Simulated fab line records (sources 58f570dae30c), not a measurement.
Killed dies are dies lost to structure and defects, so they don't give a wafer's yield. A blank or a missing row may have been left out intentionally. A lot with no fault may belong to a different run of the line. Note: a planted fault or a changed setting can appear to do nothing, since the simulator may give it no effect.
Problem report in the 8D (eight disciplines) form, filled by code / flow berkeley-cmos170 / the parts of the form that need people (team, actions taken, sign-off) are left out

1. THE ISSUE
NWELL_NITRIDE_THK at UCB170_NWELL_THK_MEAS_05 reads a mean of 196.9 nm on 12 wafers of 4 lots; wafers without a fault read 222.9 nm with a standard deviation of 2.3. Relative to the usual mean, that is a shift of -11 standard deviations.
First observed at day 4 02:52: wafer L548.2, on film-metro-04. Wafers with a number at this step in the record: 48, from 16 lots. Rule for "out", or "out of limits": more than 4 standard deviations from the usual mean. The other wafers with a number count as sound.

2. WHAT IT IS; WHAT IT IS NOT
question=which readings at this step | is=NWELL_NITRIDE_THK | is not=-
question=which lots | is=L548, L549, L550, L552 | is not=L540, L541, L542, L545, L553, L554, L555, L556, L558, L559, L560, L561
question=which wafers of those lots | is=all that have a number | is not=-
question=read on which gauges | is=film-metro-02, film-metro-03, film-metro-04 | is not=-
question=when | is=from day 4 02:52 | is not=up to then (12 sound wafers); but 24 sound wafers of L553, L554, L555, L556, L558, L559, L560, L561 came after

3. THE SUSPECTS, EACH WITH WHAT RULES IT OUT
Counting: any tool at a process step up to the reading is kept as a suspect provided that every lot that is out went through it and no sound lot did after the first of them.
- the gauge at UCB170_NWELL_THK_MEAS_05 has been ruled out. 3 gauges (film-metro-02, film-metro-03, film-metro-04) read the wafers that are out.
- lpcvd-02 at UCB170_NWELL_CVD_04 (deposits Si3N4 from SiH2Cl2/NH3, target thk 224 nm, time 3360 s): ruled out as a lasting fault. Following L548 (day 4 00:55), the first lot on it that is out, the sound lots L553, L555, L556 were run on it.
Left after counting: nothing in the record.

4. THE CAUSE (what the simulator had put in)
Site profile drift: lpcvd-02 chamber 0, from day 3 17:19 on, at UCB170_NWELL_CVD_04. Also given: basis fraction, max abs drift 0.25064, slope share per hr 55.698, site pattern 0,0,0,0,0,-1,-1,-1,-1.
The count ruled it out by mistake, since the rule takes a fault to strike every lot its tool runs from the start of the fault on, and this one did not do so.

5. SEQUENCE OF EFFECTS, ordered by route
Each row: a reading whose mean over the struck wafers that have a number lies more than 3 standard deviations from the usual. Only readings whose record carries a usual standard deviation are examined. hours: median over the lots of the time between each lot's start at the first step of this table that gives one and its start at this step. sigmas: the change, counted in usual standard deviations.
hours=0; step=UCB170_NWELL_THK_MEAS_05; reading=NWELL_NITRIDE_THK; usual=222.9 nm; on struck wafers=196.9; change=-26.0; sigmas=-11
hours=1; step=UCB170_NWELL_ETCH_13; reading=oes-product-au; usual=0.937 a.u.; on struck wafers=0.865; change=-0.072; sigmas=-4.8
Its process steps:
- UCB170_NWELL_ETCH_13: etches Si3N4 in CH3F/Ar/O2, stops on SiO2, target depth 246.4 nm, time 154 s.
At these later measuring or inspecting steps, every struck wafer for which the step has a row has a number for every such reading, and none has moved that far: UCB170_PWELL_THK_MEAS_06, UCB170_ACTIVE_OVL_MEAS_14.

6. HOW IT WOULD HAVE BEEN CAUGHT EARLIER
Counted from the fault's start at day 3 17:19, it took 10 hours until the first out-of-limits reading at a measuring or inspecting step in this record, taken at day 4 02:52.
Of the tool readings at UCB170_NWELL_CVD_04 for which the record gives a usual standard deviation, none was out on any struck wafer, so an alarm limit of 4 standard deviations on them would not have fired.
